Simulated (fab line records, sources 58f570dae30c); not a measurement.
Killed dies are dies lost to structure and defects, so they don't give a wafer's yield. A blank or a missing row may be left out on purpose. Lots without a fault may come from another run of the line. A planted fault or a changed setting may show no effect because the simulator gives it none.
Split-lot experiment | flow berkeley_cmos170 | 5 lots, 23 wafers read, on a route of 331 steps

THE SPLIT
At UCB170_WELLDRIVE_OXIDATION_01 (target thk 199 nm, ox time 9000 s), the setting ox_time_s was moved away from the recipe's 9000 s on 10 of the 23 wafers read, by -7.5% to -7.3%. The other wafers ran this setting at the recipe's value.

The reading is taken at the split's own step.

THE READING
SiO2_of_WELLDRIVE_OXIDATION_01.thk_nm (the simulator's own value, which no gauge read), in nm, at UCB170_WELLDRIVE_OXIDATION_01 (target thk 199 nm, ox time 9000 s). The file gives no usual value for it. The 13 wafers here that ran the recipe average 201.9 nm, standard deviation 1.8 nm.

wafer  | tool, chamber at the split | ox_time_s as run, s | against the recipe | SiO2_of_WELLDRIVE_OXIDATION_01.thk_nm, nm | against lot-mates on the recipe
L075.1 | -, -                       | 8342                | -7.3%              | 190.1                                     | no lot-mate on the recipe
L075.2 | -, -                       | 8342                | -7.3%              | 193.1                                     | no lot-mate on the recipe
L075.3 | -, -                       | 8342                | -7.3%              | 191.2                                     | no lot-mate on the recipe
L075.4 | -, -                       | 8342                | -7.3%              | 188.8                                     | no lot-mate on the recipe
L075.6 | -, -                       | 8342                | -7.3%              | 191.7                                     | no lot-mate on the recipe
L077.1 | -, -                       | 9000                | recipe             | 205.1                                     | -
L077.2 | -, -                       | 9000                | recipe             | 203.1                                     | -
L077.3 | -, -                       | 9000                | recipe             | 199.5                                     | -
L077.5 | -, -                       | 9000                | recipe             | 203                                       | -
L077.6 | -, -                       | 9000                | recipe             | 202.8                                     | -
L080.1 | -, -                       | 8327                | -7.5%              | 195.2                                     | no lot-mate on the recipe
L080.3 | -, -                       | 8327                | -7.5%              | 190                                       | no lot-mate on the recipe
L080.4 | -, -                       | 8327                | -7.5%              | 190.3                                     | no lot-mate on the recipe
L080.5 | -, -                       | 8327                | -7.5%              | 193.8                                     | no lot-mate on the recipe
L080.6 | -, -                       | 8327                | -7.5%              | 189.2                                     | no lot-mate on the recipe
L081.1 | -, -                       | 9000                | recipe             | 200.3                                     | -
L081.6 | -, -                       | 9000                | recipe             | 200.3                                     | -
L081.2 | -, -                       | 9000                | recipe             | 200                                       | -
L081.3 | -, -                       | 9000                | recipe             | 200                                       | -
L081.4 | -, -                       | 9000                | recipe             | 200.1                                     | -
L082.1 | furnace-02, 0              | 9000                | recipe             | 203.5                                     | -
L082.2 | furnace-02, 0              | 9000                | recipe             | 204.1                                     | -
L082.5 | furnace-02, 0              | 9000                | recipe             | 202.3                                     | -

THE FIT
A straight line over all 23 wafers: SiO2_of_WELLDRIVE_OXIDATION_01.thk_nm changes by +1.42 nm for each +1% of ox_time_s; r = +0.94; the points scatter about the line by 2 nm.
Too few moved wafers have a lot-mate on the recipe to fit a line with each lot's own level taken away.

THE FILE'S OWN FIT
SiO2_of_WELLDRIVE_OXIDATION_01.thk_nm changes by +1.42 nm for each +1% of ox_time_s, r = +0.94.
